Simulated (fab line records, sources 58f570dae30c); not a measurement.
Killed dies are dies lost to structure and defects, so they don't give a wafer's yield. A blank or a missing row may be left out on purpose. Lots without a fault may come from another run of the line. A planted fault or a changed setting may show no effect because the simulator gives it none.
Split-lot experiment | flow berkeley_cmos170 | 5 lots, 23 wafers read, on a route of 331 steps

THE SPLIT
At UCB170_NSD_IMPLANT_08, the setting energy_kev was moved away from the recipe's 40 on 10 of the 23 wafers read, by -5.5% to +4.0%. The other wafers ran this setting at the recipe's value.

FROM THE SPLIT TO THE READING: what the file shows between them, 8 steps
- UCB170_NSD_STRIP_09: strips in O2
- UCB170_NSD_TW_MEAS_10
- UCB170_BACKSIDE_SOFTBAKE_02: time 60 s (also split here: time_s)
- UCB170_BACKSIDE_STRIP_03: strips in O2
- UCB170_BACKSIDE_CLEAN_04: cleans in SPM, time 600 s
- UCB170_SDANNEAL_RTA_00: time 10 s
- UCB170_SDANNEAL_RTA_01: time 5 s
- UCB170_SDANNEAL_RS_MEAS_02: measures by four-point-probe

THE READING
NSD_RS, in ohm/sq, at UCB170_SDANNEAL_RS_MEAS_03 (measures by four-point-probe). Fault-free wafers of this fab line usually give 37.29 ohm/sq, standard deviation 0.085 ohm/sq.

wafer  | tool, chamber at the split | energy_kev as run | against the recipe | NSD_RS, ohm/sq | against lot-mates on the recipe
L077.2 | implanter-04, 0            | 40                | recipe             | 37.08          | -
L077.4 | implanter-04, 0            | 40                | recipe             | 37.27          | -
L077.5 | implanter-04, 0            | 40                | recipe             | 37.20          | -
L076.1 | implanter-02, 0            | 40                | recipe             | 37.33          | -
L076.2 | implanter-02, 0            | 40                | recipe             | 37.33          | -
L076.3 | implanter-02, 0            | 40                | recipe             | 37.35          | -
L076.4 | implanter-02, 0            | 37.8              | -5.5%              | 38.05          | +0.71
L076.5 | implanter-02, 0            | 37.8              | -5.5%              | 38.01          | +0.67
L075.1 | implanter-04, 0            | 40                | recipe             | 37.44          | -
L075.2 | implanter-04, 0            | 39.09             | -2.3%              | 37.65          | +0.26
L075.3 | implanter-04, 0            | 40                | recipe             | 37.34          | -
L075.4 | implanter-04, 0            | 39.09             | -2.3%              | 37.59          | +0.20
L075.5 | implanter-04, 0            | 39.09             | -2.3%              | 37.59          | +0.20
L078.2 | implanter-02, 0            | 40                | recipe             | 37.16          | -
L078.3 | implanter-02, 0            | 41.6              | +4.0%              | 36.86          | -0.38
L078.4 | implanter-02, 0            | 40                | recipe             | 37.28          | -
L078.5 | implanter-02, 0            | 40                | recipe             | 37.29          | -
L078.6 | implanter-02, 0            | 41.6              | +4.0%              | 36.73          | -0.51
L083.1 | implanter-04, 0            | 40                | recipe             | 37.17          | -
L083.2 | implanter-04, 0            | 39.08             | -2.3%              | 37.61          | +0.39
L083.4 | implanter-04, 0            | 39.08             | -2.3%              | 37.47          | +0.25
L083.5 | implanter-04, 0            | 40                | recipe             | 37.27          | -
L083.6 | implanter-04, 0            | 39.08             | -2.3%              | 37.64          | +0.42

THE FIT
A straight line over all 23 wafers: NSD_RS changes by -0.132 ohm/sq for each +1% of energy_kev; r = -0.96; the points scatter about the line by 0.084 ohm/sq.
The same after taking each lot's own level away (the mean of its wafers on the recipe; 23 wafers): -0.121 ohm/sq for each +1%; r = -0.97; scatter 0.068 ohm/sq.
On that fit, the largest move of energy_kev shifts the reading by 0.67 ohm/sq.
The lots' own levels span 37.183 to 37.390 ohm/sq, that is 2.4 times the standard deviation above.
So the lot-to-lot level changes the slope little: the two slopes agree.
Check: with one of the wafers moved furthest among these (-5.5%) left out of the fit, the line predicts +0.662 ohm/sq for it against its lot-mates. It came out at +0.713 ohm/sq against them.

OTHER SPLITS ON THESE WAFERS
These wafers also went through other splits before the reading. Each is held against what the fit with the lots' levels taken away leaves over:
other split on the same wafers     | wafers away from the commonest value | r with NSD_RS (lot level and that fit taken away)
UCB170_PSD_IMPLANT_08 dose_cm2     | 9                                    | +0.11
UCB170_BACKSIDE_SOFTBAKE_02 time_s | 12                                   | -0.21

THE WHOLE CHAIN: every reading that the file lists as answering this split, in the file's order
step                       | what it does                 | reading                                                         | change (the file's fit)               | r (the file's)
UCB170_NSD_IMPLANT_08      |                              | implant.rp_nm (the simulator's own value, which no gauge read)  | +0.465 nm for each +1% of the setting | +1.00
UCB170_NSD_IMPLANT_08      |                              | implant.drp_nm (the simulator's own value, which no gauge read) | +0.18 nm for each +1% of the setting  | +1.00
UCB170_NSD_STRIP_09        | strips in O2                 | strip_time_to_endpoint_s                                        | withheld for each +1% of the setting  | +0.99
UCB170_NSD_TW_MEAS_10      |                              | NSD_TW                                                          | +13.6 for each +1% of the setting     | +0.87
UCB170_SDANNEAL_RS_MEAS_03 | measures by four-point-probe | NSD_RS                                                          | -0.122 for each +1% of the setting    | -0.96

THE FILE'S OWN FIT
NSD_RS changes by -0.122 ohm/sq for each +1% of energy_kev, r = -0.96.
